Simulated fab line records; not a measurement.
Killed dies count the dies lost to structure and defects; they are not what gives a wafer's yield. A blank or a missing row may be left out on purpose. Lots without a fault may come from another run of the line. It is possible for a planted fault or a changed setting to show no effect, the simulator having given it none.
Which tool is to blame? | flow ritCmos | at 1 step of a route of 202, 7 lots with 21 wafers sampled

WHAT EACH GAUGE READ, for each wafer
RIT_ACTIVE_THK_MEAS_04.
lot  | measured    | on           | ACTIVE_NITRIDE_THK (nm)
L420 | day 1 21:19 | filmMetro-03 | 150.7 150.6 151.7
L422 | day 2 04:32 | filmMetro-03 | 149.2 148.8 150.8
L425 | day 2 19:58 | filmMetro-02 | 150.2 149.9 150.4
L427 | day 3 05:32 | filmMetro-02 | 151.5 150.8 151.3
L432 | day 4 06:33 | filmMetro-04 | 152.9 151.2 152.3
L437 | day 5 07:32 | filmMetro-04 | 148.5 149.0 147.7
L442 | day 6 08:32 | filmMetro-04 | 153.2 153.4 152.3

WHICH TOOL RAN EACH LOT (tool, then ch and the chambers of the sampled wafers, then the start)
Before these readings, the record contains no process step.

THE ANSWER, worked out from the rows above alone
Rule: the usual values come from the lots themselves. The widest of any qualifying gaps counts: lots, ordered by their means at a reading, are off when they make up no more than a third of the lots, leave a main group of 4 or more, and stand apart from it by 3 or more times the standard deviation of that group's means. If all means in a main group match to the digits the tables above print for the reading, that group is not used. Also off: a lot with no number at a reading for which 4 or more lots have one. The other lots that the step has rows for count as sound.
No lot is off at any reading shown: from this, nothing can be told.

WHAT HAD BEEN PUT IN BY THE SIMULATOR
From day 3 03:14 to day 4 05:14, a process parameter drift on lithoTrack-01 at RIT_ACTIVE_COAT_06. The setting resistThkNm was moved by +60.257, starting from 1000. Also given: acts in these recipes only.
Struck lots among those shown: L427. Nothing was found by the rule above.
